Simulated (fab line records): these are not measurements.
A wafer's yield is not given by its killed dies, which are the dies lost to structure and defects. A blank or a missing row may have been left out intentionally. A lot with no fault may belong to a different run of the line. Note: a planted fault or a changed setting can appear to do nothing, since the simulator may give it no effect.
fab line records | flow berkeley_cmos170 | part 1 of 2: steps 1 to 27 of 39
record: lots: 5 wafers: 15 last_day: 12
route steps=331 shown GATE@125 FIELD@126 PLDD@145 NLDD@158
lots that met no fault: from a run of the same line without faults
start_h: hours from the record's opening day to when the first of the lot's shown wafers began | wait_h: hours since the lot's step before | " unchanged from the row above | L1.1+2: several wafers, shown together as one row | - either no value or no given start | * or withheld: withheld | < > ~ a bound
route shown NAME@n: NAME is a module with steps in the file, n the number in the route of the first one | usual: average and standard deviation across the fault-free wafers | same: alike in all rows | chamber/n: place in a boat | sites: per-site readings | _std_site: standard deviation across them | _edge_site: outer sites' mean less inner sites' | radius_mm: how far each site lies from the wafer's centre | mask NAME#n: copy n | behind: the most recent tool/chamber to have shaped the wafer | hold: cause of the lot's hold/its duration in hours/its outcome | device: which transistor (n, p or np) failed to switch | end of line: the tests these same wafers got at the end of their route | a step with no rows: only its recipe | killed: at the first sort, the dies lost to defects and structure; wafer yield is something else | map: a wafer's dies, x killed, . not, _ none there
set.NAME: setting as actually run; set.NAME@STEP: the setting as run at that earlier step | model.NAME: the simulator's own value behind a step, which no gauge read
lots at some steps of the route; a table a step, a row a wafer
services: a tool's chamber out of use, with start hour (start_h, from the record's first day; less than 0 if before it), hours out, and reason
== steps ==
step: UCB170_GATE_WET_ETCH_00
recipe: chemistry: dHF dilution: 25:1 target: SiO2 temp_c: 25 time_s: 200
columns lot.wafer tool chamber start_h wait_h
L079.2+3+6 wet_bench-01 0 128.85 0.0
L081.2+4+5 wet_bench-01 2 136.47 0.0
L090.1+5+6 wet_bench-04 2 175.85 0.1
L092.1+2+3 wet_bench-01 1 202.52 0.1
L095.2+3+4 wet_bench-02 2 220.99 4.2
step: UCB170_FIELD_THK_MEAS_91
recipe: reads: SiO2_of_FIELD_OXIDATION_01
usual: FIELD_OXIDE_LEFT_2_THK: 350/8.6
columns lot.wafer tool chamber start_h wait_h FIELD_OXIDE_LEFT_2_THK[nm]
L079.2 film_metro-04 - 128.93 0.0 347
L079.3 " - " " 350
L079.6 " - " " 350
L081.2 film_metro-02 - 136.55 0.0 352
L081.4 " - " " 359
L081.5 " - " " 358
L090.1 film_metro-04 - 175.98 0.0 341
L090.5 " - " " 336
L090.6 " - " " 343
L092.1 film_metro-02 - 202.58 0.0 343
L092.2 " - " " 343
L092.3 " - " " 351
L095.2 film_metro-02 - 221.07 0.0 348
L095.3 " - " " 351
L095.4 " - " " 359
step: UCB170_GATE_OXIDATION_01
recipe: temp_c: 850 ambient: O2 target_thk_a: 66 ox_time_s: 1800
usual: spike_tc_load_C: 872.8/1.1 tube_center_temp_C: 850/0.08 zone_power_source_pct: 25.3/0.91
columns lot.wafer tool chamber start_h wait_h spike_tc_load_C tube_center_temp_C zone_power_source_pct
L079.2 furnace-01 0 131.56 2.6 873.9 849.97 24.1
L079.3 " 0 " " 872.4 850.02 24.7
L079.6 " 0 " " 874.1 849.94 24.5
L081.2 furnace-03 0 138.60 2.0 872.5 849.97 26.7
L081.4 " 0 " " 872.3 849.87 26.2
L081.5 " 0 " " 870.2 850.18 26.5
L090.1 furnace-03 0 180.95 5.0 872.0 850.04 26.2
L090.5 " 0 " " 870.6 850.06 26.4
L090.6 " 0 " " 872.7 850.05 26.1
L092.1 furnace-04 0 205.23 2.6 875.1 849.99 24.6
L092.2 " 0 " " 873.6 850.09 24.8
L092.3 " 0 " " 872.1 850.01 25.0
L095.2 furnace-03 0 222.59 1.5 872.2 849.87 26.7
L095.3 " 0 " " 871.1 850.02 26.3
L095.4 " 0 " " 873.0 850 26.3
step: UCB170_GATE_THK_MEAS_02
recipe: reads: SiO2_of_GATE_OXIDATION_01
usual: GATE_OXIDE_THK: 6.61/0.12
columns lot.wafer tool chamber start_h wait_h GATE_OXIDE_THK[nm]
L079.2 film_metro-01 - 133.07 0.0 6.62
L079.3 " - " " 6.64
L079.6 " - " " 6.62
L081.2 film_metro-04 - 140.11 0.0 6.58
L081.4 " - " " 6.67
L081.5 " - " " 6.63
L090.1 film_metro-01 - 182.45 0.0 6.62
L090.5 " - " " 6.65
L090.6 " - " " 6.77
L092.1 film_metro-04 - 206.73 0.0 6.68
L092.2 " - " " 6.73
L092.3 " - " " 6.78
L095.2 film_metro-02 - 224.16 0.1 6.62
L095.3 " - " " 6.71
L095.4 " - " " 6.55
step: UCB170_GATE_ANNEAL_03
recipe: temp_c: 900 time_s: 1800 ambient: N2
usual: spike_tc_load_C: 923.5/0.97 tube_center_temp_C: 900.01/0.08 zone_power_source_pct: 28.0/0.75
columns lot.wafer tool chamber start_h wait_h spike_tc_load_C tube_center_temp_C zone_power_source_pct
L079.2 furnace-04 0 136.38 3.3 923.5 899.98 28.2
L079.3 " 0 " " 925.6 899.9 27.9
L079.6 " 0 " " 923.5 899.95 27.9
L081.2 furnace-01 0 142.69 2.6 923.4 900.04 27.7
L081.4 " 0 " " 924.7 900.08 27.5
L081.5 " 0 " " 921.8 900.05 27.7
L090.1 furnace-01 0 184.34 1.9 923.5 900.07 27.5
L090.5 " 0 " " 923.7 900.04 27.4
L090.6 " 0 " " 923.1 899.97 27.8
L092.1 furnace-03 0 209.55 2.8 923.4 900 30.2
L092.2 " 0 " " 922.4 899.98 30.0
L092.3 " 0 " " 923.0 900.06 29.4
L095.2 furnace-01 0 227.23 3.1 923.9 899.92 27.7
L095.3 " 0 " " 923.3 899.96 27.9
L095.4 " 0 " " 922.6 899.83 28.5
step: UCB170_GATE_CVD_04
recipe: material: poly-Si temp_c: 610 precursor: SiH4 time_s: 1440 pressure_mtorr: 375 target_thk_nm: 214 sih4_flow_sccm: 120
usual: spike_tc_load_C: 630.8/2.8 zone_power_source_pct: 11.9/0.71
columns lot.wafer tool chamber start_h wait_h spike_tc_load_C zone_power_source_pct
L079.2 lpcvd-01 1 137.91 0.0 630.3 11.1
L079.3 " 1 " " 630.9 11.3
L079.6 " 1 " " 629.3 11.2
L081.2 lpcvd-02 1 144.19 0.0 627.9 11.9
L081.4 " 1 " " 630.5 11.8
L081.5 " 1 " " 629.5 11.9
L090.1 lpcvd-01 0 186.79 0.9 630.4 12.9
L090.5 " 0 " " 629.2 12.7
L090.6 " 0 " " 629.0 13.1
L092.1 lpcvd-02 1 211.99 0.9 630.4 11.8
L092.2 " 1 " " 627.7 12.0
L092.3 " 1 " " 631.8 11.9
L095.2 lpcvd-02 1 228.73 0.0 630.2 12.0
L095.3 " 1 " " 629.6 12.0
L095.4 " 1 " " 628.9 11.9
step: UCB170_GATE_THK_MEAS_05
recipe: reads: poly-Si_of_GATE_CVD_04
usual: GATE_POLY_THK: 214.2/1.9
columns lot.wafer tool chamber start_h wait_h GATE_POLY_THK[nm]
L079.2 film_metro-02 - 139.32 0.0 218.1
L079.3 " - " " 217.1
L079.6 " - " " 215.6
L081.2 film_metro-02 - 145.60 0.0 210.4
L081.4 " - " " 211.0
L081.5 " - " " 210.8
L090.1 film_metro-02 - 188.89 0.0 212.9
L090.5 " - " " 212.1
L090.6 " - " " 213.2
L092.1 film_metro-01 - 213.39 0.0 214.8
L092.2 " - " " 216.5
L092.3 " - " " 214.7
L095.2 film_metro-02 - 230.14 0.0 212.6
L095.3 " - " " 212.9
L095.4 " - " " 214.4
step: UCB170_GATE_COAT_06
recipe: resist: BARC temp_c: withheld time_s: withheld spin_rpm: 3000 resist_thk_nm: withheld
usual: spin_speed_rpm: 3000.3/1.9
columns lot.wafer tool chamber start_h wait_h spin_speed_rpm
L079.2 litho_track-04 0 139.40 0.1 2998.3
L079.3 " 0 " " 2997.1
L079.6 " 0 " " 3000.3
L081.2 litho_track-03 0 146.44 0.8 3000.2
L081.4 " 0 " " 2999.9
L081.5 " 0 " " 3001.0
L090.1 litho_track-04 0 188.95 0.1 2997.0
L090.5 " 0 " " 3001.7
L090.6 " 0 " " 2998.4
L092.1 litho_track-01 0 213.45 0.1 3002.1
L092.2 " 0 " " 3001.3
L092.3 " 0 " " 3001.0
L095.2 litho_track-03 0 230.43 0.3 3000.7
L095.3 " 0 " " 3003.5
L095.4 " 0 " " 3002.7
step: UCB170_GATE_COAT_07
recipe: resist: KrF spin_rpm: 1500 resist_thk_nm: 900
usual: spin_speed_rpm: 1500.2/0.92
columns lot.wafer tool chamber start_h wait_h spin_speed_rpm
L079.2 litho_track-04 0 - - 1500.5
L079.3 " 0 " " 1501.3
L079.6 " 0 " " 1501.0
L081.2 litho_track-03 0 - - 1499.6
L081.4 " 0 " " 1499.8
L081.5 " 0 " " 1499.2
L090.1 litho_track-04 0 - - 1501.5
L090.5 " 0 " " 1500.0
L090.6 " 0 " " 1500.0
L092.1 litho_track-01 0 - - 1499.9
L092.2 " 0 " " 1501.9
L092.3 " 0 " " 1500.5
L095.2 litho_track-03 0 - - 1499.2
L095.3 " 0 " " 1500.7
L095.4 " 0 " " 1499.5
step: UCB170_GATE_SOFTBAKE_08
recipe: resist: KrF temp_c: 130 time_s: 60
usual: plate_temp_C: 129.96/0.13
columns lot.wafer tool chamber start_h wait_h plate_temp_C
L079.2 litho_track-04 0 - - 129.78
L079.3 " 0 " " 129.91
L079.6 " 0 " " 129.90
L081.2 litho_track-03 0 - - 129.99
L081.4 " 0 " " 129.97
L081.5 " 0 " " 130.06
L090.1 litho_track-04 0 - - 129.84
L090.5 " 0 " " 129.87
L090.6 " 0 " " 130.06
L092.1 litho_track-01 0 - - 129.81
L092.2 " 0 " " 129.92
L092.3 " 0 " " 130.00
L095.2 litho_track-03 0 - - 129.71
L095.3 " 0 " " 130.06
L095.4 " 0 " " 130.13
step: UCB170_GATE_EXPOSE_09
recipe: mask_id: POLY target_cd_nm: 350 na: 0.5 sigma_outer: 0.6 source_shape: conventional dose_mj: 21
columns lot.wafer tool chamber start_h wait_h mask
L079.2+3+6 krf_scanner-02 0 140.08 - POLY#0
L081.2+4+5 krf_scanner-01 0 147.01 - POLY#0
L090.1+5+6 krf_scanner-02 0 189.53 - POLY#0
L092.1+2+3 krf_scanner-01 0 214.27 - POLY#0
L095.2+3+4 krf_scanner-02 0 231.00 - POLY#0
step: UCB170_GATE_PEB_10
recipe: peb_temp_c: 130 peb_time_s: withheld resist: KrF
usual: plate_temp_C: 130.00/0.14
columns lot.wafer tool chamber start_h wait_h plate_temp_C
L079.2 litho_track-03 0 140.20 0.1 129.94
L079.3 " 0 " " 130.07
L079.6 " 0 " " 130.15
L081.2 litho_track-04 0 147.13 0.1 129.84
L081.4 " 0 " " 130.06
L081.5 " 0 " " 129.78
L090.1 litho_track-03 0 190.20 0.6 130.13
L090.5 " 0 " " 129.95
L090.6 " 0 " " 130.04
L092.1 litho_track-01 0 214.45 0.2 130.02
L092.2 " 0 " " 130.08
L092.3 " 0 " " 130.06
L095.2 litho_track-01 0 232.02 1.0 129.95
L095.3 " 0 " " 130.13
L095.4 " 0 " " 130.28
step: UCB170_GATE_DEVELOP_11
recipe: developer: TMAH develop_time_s: 45 resist: KrF dev_temp_c: 21
same: develop_time_s: 45
columns lot.wafer tool chamber start_h wait_h
L079.2+3+6 litho_track-03 0 - -
L081.2+4+5 litho_track-04 0 - -
L090.1+5+6 litho_track-03 0 - -
L092.1+2+3 litho_track-01 0 - -
L095.2+3+4 litho_track-01 0 - -
step: UCB170_GATE_CD_MEAS_12
recipe: target_cd_nm: 350
usual: cd_nm: 349.4/1.3
columns lot.wafer tool chamber start_h wait_h cd_nm
L079.2 cd_sem-01 - 140.47 - 349.6
L079.3 " - " " 350.1
L079.6 " - " " 350.2
L081.2 cd_sem-02 - 147.57 - 348.4
L081.4 " - " " 348.3
L081.5 " - " " 347.8
L090.1 cd_sem-01 - 190.48 - 347.5
L090.5 " - " " 347.6
L090.6 " - " " 347.1
L092.1 cd_sem-02 - 214.84 - 350.0
L092.2 " - " " 350.2
L092.3 " - " " 350.1
L095.2 cd_sem-02 - 232.29 - 347.8
L095.3 " - " " 348.1
L095.4 " - " " 347.1
step: UCB170_GATE_OVL_MEAS_13
usual: GATE_OVL: -3/6.2
columns lot.wafer tool chamber start_h wait_h GATE_OVL[nm]
L079.2 overlay-02 - 140.58 0.1 -4
L079.3 " - " " 1
L079.6 " - " " -6
L081.2 overlay-01 - 147.67 0.1 -5
L081.4 " - " " -2
L081.5 " - " " -2
L090.1 overlay-02 - 190.60 0.1 0
L090.5 " - " " -11
L090.6 " - " " -15
L092.1 overlay-02 - 214.96 0.1 -10
L092.2 " - " " -16
L092.3 " - " " -8
L095.2 overlay-02 - 232.40 0.1 1
L095.3 " - " " -7
L095.4 " - " " 4
step: UCB170_GATE_ETCH_14
recipe: chemistry: N2/H2 target_depth_a: withheld overetch_a: withheld target: BARC time_s: withheld source_w: 500 bias_w: 97.87 pressure_mtorr: 30 n2_flow_sccm: 100 h2_flow_sccm: 200
usual: drypump_motor_current_A: 5.8/0.48 n2_flow_sccm: 100.0/0.33 oes_product_au: 0.999/0.016 throttle_valve_pct: 13.39/0.15
columns lot.wafer tool chamber start_h wait_h drypump_motor_current_A n2_flow_sccm oes_product_au throttle_valve_pct
L079.2 rie_diel-02 2 140.61 0.0 5.9 99.8 0.983 13.64
L079.3 " 0 " " 6.1 99.8 1.012 13.18
L079.6 " 1 " " 5.1 100.1 1.005 13.27
L081.2 rie_diel-02 0 147.70 0.0 6.1 100.0 1.023 13.19
L081.4 " 2 " " 5.9 99.2 1.003 13.65
L081.5 " 1 " " 5.1 100.4 1.003 13.27
L090.1 rie_diel-03 1 190.63 0.0 6.0 100.1 1.008 13.27
L090.5 " 1 " " 6.0 99.6 0.998 13.26
L090.6 " 0 " " 5.1 100.0 1.016 13.30
L092.1 rie_diel-01 3 214.99 0.0 6.0 99.3 0.978 13.17
L092.2 " 2 " " 6.4 100.0 0.993 13.61
L092.3 " 1 " " 5.1 100.2 1.003 13.43
L095.2 rie_diel-02 1 232.43 0.0 5.2 100.3 0.996 13.27
L095.3 " 0 " " 6.1 100.0 1.011 13.17
L095.4 " 3 " " 6.2 100.4 1.007 13.40
step: UCB170_GATE_ETCH_15
recipe: chemistry: HBr/Cl2 target: poly-Si stop_on: SiO2 over_etch_frac: 0.3 icp_w: 300 bias_w: 150 time_s: 56.3 pressure_mtorr: 15 HBr_flow_sccm: 150 Cl2_flow_sccm: 50 target_depth_a: 2782
usual: drypump_motor_current_A: 5.5/0.37 he_backside_leak_sccm: 2.8/0.59 oes_product_au: 0.837/0.01 throttle_valve_pct: 26.33/0.16
columns lot.wafer tool chamber start_h wait_h drypump_motor_current_A he_backside_leak_sccm oes_product_au rf_hours_counter_h throttle_valve_pct
L079.2 rie_si-01 2 140.65 - 5.3 2.3 0.834 33 26.52
L079.3 " 0 " " 4.9 2.8 0.833 60 26.32
L079.6 " 0 " " 4.9 2.5 0.838 - 26.30
L081.2 rie_si-01 1 147.75 - 5.1 2.9 0.829 61 26.15
L081.4 " 3 " " 5.9 3.4 0.824 1 26.17
L081.5 " 1 " " 5.1 3.0 0.841 - 26.14
L090.1 rie_si-01 0 190.67 - 4.9 2.5 0.830 60 26.32
L090.5 " 3 " " 5.9 3.3 0.818 - 26.17
L090.6 " 2 " " 5.3 2.3 0.818 - 26.52
L092.1 rie_si-02 2 215.04 - 5.6 3.7 0.850 0 26.31
L092.2 " 3 " " 6.0 2.6 0.841 56 26.29
L092.3 " 1 " " 5.7 2.4 0.842 30 26.23
L095.2 rie_si-01 1 232.47 - 5.1 3.1 0.842 62 26.15
L095.3 " 3 " " 5.9 3.2 0.827 1 26.14
L095.4 " 0 " " 4.9 2.7 0.829 60 26.33
step: UCB170_GATE_STRIP_16
recipe: chemistry: O2 power_w: 400 pressure_mtorr: 3500 platen_temp_c: withheld o2_flow_sccm: 400 overash_fraction: 0.5
usual: drypump_motor_current_A: 5.5/0.33 oes_product_au: 0.724/0.0045
columns lot.wafer tool chamber start_h wait_h drypump_motor_current_A oes_product_au rf_hours_counter_h
L079.2 plasma_asher-01 1 140.70 0.0 5.8 0.724 39
L079.3 " 0 " " 5.0 0.724 -
L079.6 " 1 " " 5.8 0.730 -
L081.2 plasma_asher-04 0 147.79 0.0 5.1 0.722 40
L081.4 " 1 " " 5.5 0.719 -
L081.5 " 1 " " 5.5 0.726 -
L090.1 plasma_asher-04 0 190.72 0.0 5.1 0.724 45
L090.5 " 0 " " 5.1 0.719 -
L090.6 " 1 " " 5.6 0.726 -
L092.1 plasma_asher-03 0 215.08 0.0 5.9 0.719 11
L092.2 " 1 " " 5.4 0.717 11
L092.3 " 0 " " 5.9 0.723 -
L095.2 plasma_asher-03 0 232.52 0.0 5.9 0.734 13
L095.3 " 1 " " 5.4 0.723 -
L095.4 " 0 " " 5.9 0.726 -
step: UCB170_GATE_CD_MEAS_90
recipe: target_cd_nm: 350
usual: cd_nm: 349.4/1.4
columns lot.wafer tool chamber start_h wait_h cd_nm
L079.2 cd_sem-01 - 140.82 0.1 350.1
L079.3 " - " " 349.8
L079.6 " - " " 349.8
L081.2 cd_sem-01 - 147.91 0.1 347.1
L081.4 " - " " 348.5
L081.5 " - " " 347.8
L090.1 cd_sem-02 - 190.82 0.1 347.2
L090.5 " - " " 347.2
L090.6 " - " " 347.3
L092.1 cd_sem-02 - 215.44 0.3 350.7
L092.2 " - " " 350.9
L092.3 " - " " 350.2
L095.2 cd_sem-02 - 232.64 0.1 347.9
L095.3 " - " " 348.3
L095.4 " - " " 346.9
step: UCB170_GATE_CLEAN_17
recipe: chemistry: SPM temp_c: 120 time_s: 600
columns lot.wafer tool chamber start_h wait_h
L079.2+3+6 wet_bench-01 1 140.92 0.1
L081.2+4+5 wet_bench-01 3 148.38 0.4
L090.1+5+6 wet_bench-04 1 190.94 0.1
L092.1+2+3 wet_bench-02 0 215.56 0.1
L095.2+3+4 wet_bench-01 0 232.74 0.1
step: UCB170_PLDD_HMDS_00
recipe: prime_time_s: 60 prime_temp_c: 100
columns lot.wafer tool chamber start_h wait_h
L079.2+3+6 litho_track-02 0 141.12 0.0
L081.2+4+5 litho_track-01 0 148.73 0.2
L090.1+5+6 litho_track-01 0 191.12 0.0
L092.1+2+3 litho_track-01 0 215.82 0.1
L095.2+3+4 litho_track-01 0 233.02 0.1
step: UCB170_PLDD_COAT_01
recipe: resist: KrF spin_rpm: 1500 resist_thk_nm: 900
usual: spin_speed_rpm: 1500.0/0.98
columns lot.wafer tool chamber start_h wait_h spin_speed_rpm
L079.2 litho_track-02 0 141.27 0.1 1501.0
L079.3 " 0 " " 1499.5
L079.6 " 0 " " 1500.5
L081.2 litho_track-01 0 148.88 0.1 1498.9
L081.4 " 0 " " 1499.1
L081.5 " 0 " " 1498.3
L090.1 litho_track-01 0 191.27 0.1 1500.7
L090.5 " 0 " " 1500.0
L090.6 " 0 " " 1500.6
L092.1 litho_track-01 0 215.97 0.1 1500.8
L092.2 " 0 " " 1498.9
L092.3 " 0 " " 1500.6
L095.2 litho_track-01 0 233.17 0.1 1499.2
L095.3 " 0 " " 1500.7
L095.4 " 0 " " 1499.3
step: UCB170_PLDD_SOFTBAKE_02
recipe: resist: KrF temp_c: 130 time_s: 60
usual: plate_temp_C: 129.97/0.15
columns lot.wafer tool chamber start_h wait_h plate_temp_C
L079.2 litho_track-02 0 141.42 0.1 130.24
L079.3 " 0 " " 130.46
L079.6 " 0 " " 130.14
L081.2 litho_track-01 0 149.03 0.1 129.97
L081.4 " 0 " " 129.88
L081.5 " 0 " " 129.94
L090.1 litho_track-01 0 191.42 0.1 130.05
L090.5 " 0 " " 130.16
L090.6 " 0 " " 129.95
L092.1 litho_track-01 0 216.12 0.1 129.77
L092.2 " 0 " " 129.85
L092.3 " 0 " " 129.99
L095.2 litho_track-01 0 233.32 0.1 129.87
L095.3 " 0 " " 129.98
L095.4 " 0 " " 129.88
step: UCB170_PLDD_EXPOSE_03
recipe: mask_id: PSELECT na: 0.5 sigma_outer: 0.6 source_shape: conventional target_cd_nm: 1200 dose_mj: 30
columns lot.wafer tool chamber start_h wait_h mask
L079.2+3+6 krf_scanner-02 0 141.69 0.2 PSELECT#0
L081.2+4+5 krf_scanner-01 0 149.21 0.2 PSELECT#0
L090.1+5+6 krf_scanner-02 0 191.57 0.1 PSELECT#0
L092.1+2+3 krf_scanner-01 0 216.40 0.2 PSELECT#0
L095.2+3+4 krf_scanner-01 0 233.76 0.4 PSELECT#0
step: UCB170_PLDD_PEB_04
recipe: peb_temp_c: 130 peb_time_s: withheld resist: KrF
usual: plate_temp_C: 129.97/0.13
columns lot.wafer tool chamber start_h wait_h plate_temp_C
L079.2 litho_track-04 0 141.81 0.1 129.81
L079.3 " 0 " " 129.98
L079.6 " 0 " " 129.83
L081.2 litho_track-04 0 149.58 0.4 129.76
L081.4 " 0 " " 129.96
L081.5 " 0 " " 129.92
L090.1 litho_track-01 0 192.02 0.4 130.16
L090.5 " 0 " " 129.92
L090.6 " 0 " " 130.05
L092.1 litho_track-01 0 216.72 0.3 129.82
L092.2 " 0 " " 130.01
L092.3 " 0 " " 130.07
L095.2 litho_track-04 0 234.10 0.3 129.84
L095.3 " 0 " " 129.89
L095.4 " 0 " " 130.07
step: UCB170_PLDD_DEVELOP_05
recipe: developer: TMAH develop_time_s: 45 resist: KrF dev_temp_c: 20.42
same: develop_time_s: 45
columns lot.wafer tool chamber start_h wait_h
L079.2+3+6 litho_track-04 0 - -
L081.2+4+5 litho_track-04 0 - -
L090.1+5+6 litho_track-01 0 - -
L092.1+2+3 litho_track-01 0 - -
L095.2+3+4 litho_track-04 0 - -
step: UCB170_PLDD_CD_MEAS_06
recipe: target_cd_nm: 1200
usual: cd_nm: 1200.6/1.4
columns lot.wafer tool chamber start_h wait_h cd_nm
L079.2 cd_sem-01 - 142.08 - 1201.2
L079.3 " - " " 1202.0
L079.6 " - " " 1201.0
L081.2 cd_sem-01 - 149.85 - 1199.6
L081.4 " - " " 1199.5
L081.5 " - " " 1199.6
L090.1 cd_sem-01 - 192.29 - 1201.0
L090.5 " - " " 1201.3
L090.6 " - " " 1199.8
L092.1 cd_sem-02 - 217.00 - 1200.1
L092.2 " - " " 1199.8
L092.3 " - " " 1199.0
L095.2 cd_sem-01 - 234.37 - 1200.2
L095.3 " - " " 1200.3
L095.4 " - " " 1199.2
